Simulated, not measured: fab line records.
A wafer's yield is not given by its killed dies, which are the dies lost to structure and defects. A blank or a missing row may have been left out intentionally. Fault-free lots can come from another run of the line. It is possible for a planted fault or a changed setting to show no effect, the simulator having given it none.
Problem report in the 8D (eight disciplines) form, filled by code || flow rit-cmos || the parts of the form that need people (team, actions taken, sign-off) are left out

1. THE ISSUE
PWELL_TW at RIT_PWELL_TW_MEAS_10 reads a mean of 1074 on 6 wafers of 2 lots; wafers without a fault read 961 with a standard deviation of 5. Relative to the usual mean, that is a shift of +23 standard deviations.
Seen first at day 5 23:49 on film-metro-02, wafer L145.1. The record holds 42 wafers of 14 lots with a number at this step. By rule, "out" or "out of limits" means more than 4 standard deviations away from the usual mean. The rest of the wafers with a number are treated as sound.

2. WHAT THIS IS AND IS NOT
{"question": "which readings at this step", "is": "PWELL_TW", "is not": "-"}
{"question": "which lots", "is": "L145, L146", "is not": "L127, L128, L129, L130, L131, L132, L134, L135, L136, L138, L144, L147"}
{"question": "which wafers of those lots", "is": "all that have a number", "is not": "-"}
{"question": "read on which gauges", "is": "film-metro-01, film-metro-02", "is not": "film-metro-03"}
{"question": "when", "is": "from day 5 23:49", "is not": "up to then (33 sound wafers); but 3 sound wafers of L147 came after"}

3. SUSPECTS, AND WHAT RULES EACH OUT
Counting: a tool stays on the suspect list if, at a process step up to the reading, it processed all lots that are out and no sound lot following the first of them.
- ruled out: the gauge at RIT_PWELL_TW_MEAS_10. 2 gauges (film-metro-01, film-metro-02) read the wafers that are out.
- implanter-01 at RIT_PWELL_IMPLANT_08: kept. It processed each lot that is out, first L145 at day 5 23:21, and no sound lot thereafter; up to then, the last sound lot it processed was L144 at day 5 17:07. Its own readings are out on those wafers: dose-ions-cm2, faraday-current-uA.
Remaining after the count: implanter-01 at RIT_PWELL_IMPLANT_08.

4. THE CAUSE (what the simulator had put in)
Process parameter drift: implanter-01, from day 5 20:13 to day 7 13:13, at RIT_PWELL_IMPLANT_08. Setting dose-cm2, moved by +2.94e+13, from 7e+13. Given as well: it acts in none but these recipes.
Only this tool survived the counting.

5. THE EFFECT CHAIN, in route order
One row per reading whose mean, taken over the struck wafers that have a number, lies over 3 standard deviations from the usual. Only readings whose record carries a usual standard deviation are examined. hours: median over the lots of the time between each lot's start at the first step of this table that gives one and its start at this step. sigmas: the change, counted in usual standard deviations.
{"hours": 0, "step": "RIT_PWELL_IMPLANT_08", "reading": "dose-ions-cm2", "usual": 7.001e+13, "on struck wafers": 9.943e+13, "change": "+2.942e+13", "sigmas": "+99 or more"}
{"hours": 0, "step": "RIT_PWELL_IMPLANT_08", "reading": "faraday-current-uA", "usual": 222, "on struck wafers": 314, "change": "+92", "sigmas": "+22"}
{"hours": 0, "step": "RIT_PWELL_TW_MEAS_10", "reading": "PWELL_TW", "usual": 961, "on struck wafers": 1074, "change": "+113", "sigmas": "+23"}
{"hours": 6, "step": "RIT_WELLDRIVE_RS_MEAS_02", "reading": "PWELL_RS", "usual": "429.4 ohm/sq", "on struck wafers": 345.9, "change": -83.5, "sigmas": -70}
The process steps in it:
- RIT_PWELL_IMPLANT_08

6. WHAT WOULD HAVE CAUGHT IT SOONER
Counted from the fault's start at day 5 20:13, it took 4 hours until the first out-of-limits reading at a measuring or inspecting step in this record, taken at day 5 23:49.
The tool's own readings at RIT_PWELL_IMPLANT_08 were out on every struck wafer that the step has a row for (dose-ions-cm2, faraday-current-uA): an alarm limit on them would have fired on the first of those.
Among the 2 lots that are out, L146 began RIT_PWELL_IMPLANT_08 on implanter-01 after day 5 23:49. A hold on the tool at that time would have spared it.
